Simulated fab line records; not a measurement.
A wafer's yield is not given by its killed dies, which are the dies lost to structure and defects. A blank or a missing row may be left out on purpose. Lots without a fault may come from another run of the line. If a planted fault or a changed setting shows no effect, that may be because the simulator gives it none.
Lot-split experiment | flow rit_cmos | 5 lots, 23 wafers read, on a route of 202 steps

## THE SPLIT ITSELF
At RIT_SPACER_CVD_03 (deposits Si3N4 from SiH2Cl2/NH3, target thk 250 nm, time 3300 s), the setting pressure_mtorr was moved away from the recipe's 300 mTorr on 20 of the 23 wafers read, by -13.5% to -8.1%. The other wafers ran this setting at the recipe's value.

The split's own step is where the reading is taken.

## THE READING
Si3N4_of_SPACER_CVD_03.thk_nm (the simulator's own value, which no gauge read), in nm, at RIT_SPACER_CVD_03 (deposits Si3N4 from SiH2Cl2/NH3, target thk 250 nm, time 3300 s). The file gives no usual value for it. The 3 wafers here that ran the recipe average 247.8 nm, standard deviation 1.2 nm.

wafer  | tool, chamber at the split | pressure_mtorr as run, mTorr | against the recipe | Si3N4_of_SPACER_CVD_03.thk_nm, nm | against lot-mates on the recipe
L077.1 | -, -                       | 275.5                        | -8.2%              | 243.7                             | no lot-mate on the recipe
L077.2 | -, -                       | 275.5                        | -8.2%              | 243.5                             | no lot-mate on the recipe
L077.3 | -, -                       | 275.5                        | -8.2%              | 242.7                             | no lot-mate on the recipe
L077.5 | -, -                       | 275.5                        | -8.2%              | 243.9                             | no lot-mate on the recipe
L077.6 | -, -                       | 275.5                        | -8.2%              | 245.7                             | no lot-mate on the recipe
L079.1 | -, -                       | 259.4                        | -13.5%             | 240.6                             | no lot-mate on the recipe
L079.2 | -, -                       | 259.4                        | -13.5%             | 241.9                             | no lot-mate on the recipe
L079.4 | -, -                       | 259.4                        | -13.5%             | 241.8                             | no lot-mate on the recipe
L079.5 | -, -                       | 259.4                        | -13.5%             | 240.5                             | no lot-mate on the recipe
L079.6 | -, -                       | 259.4                        | -13.5%             | 243.1                             | no lot-mate on the recipe
L082.1 | -, -                       | 267.3                        | -10.9%             | 242.4                             | no lot-mate on the recipe
L082.2 | -, -                       | 267.3                        | -10.9%             | 243                               | no lot-mate on the recipe
L082.5 | -, -                       | 267.3                        | -10.9%             | 243                               | no lot-mate on the recipe
L082.3 | -, -                       | 267.3                        | -10.9%             | 242.9                             | no lot-mate on the recipe
L082.4 | -, -                       | 267.3                        | -10.9%             | 242.6                             | no lot-mate on the recipe
L083.1 | lpcvd-01, 1                | 300                          | recipe             | 246.2                             | -
L083.5 | lpcvd-01, 1                | 300                          | recipe             | 248.3                             | -
L083.6 | lpcvd-01, 1                | 300                          | recipe             | 248.9                             | -
L085.2 | -, -                       | 275.6                        | -8.1%              | 242.7                             | no lot-mate on the recipe
L085.3 | -, -                       | 275.6                        | -8.1%              | 242                               | no lot-mate on the recipe
L085.4 | -, -                       | 275.6                        | -8.1%              | 243.1                             | no lot-mate on the recipe
L085.5 | -, -                       | 275.6                        | -8.1%              | 245.1                             | no lot-mate on the recipe
L085.6 | -, -                       | 275.6                        | -8.1%              | 242.8                             | no lot-mate on the recipe

THE FIT
A straight line over all 23 wafers: Si3N4_of_SPACER_CVD_03.thk_nm changes by +0.45 nm for each +1% of pressure_mtorr; r = +0.88; the points scatter about the line by 1 nm.
Too few moved wafers have a lot-mate on the recipe to fit a line with each lot's own level taken away.

## THE FILE'S OWN FIT
Si3N4_of_SPACER_CVD_03.thk_nm changes by +0.453 nm for each +1% of pressure_mtorr, r = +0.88.
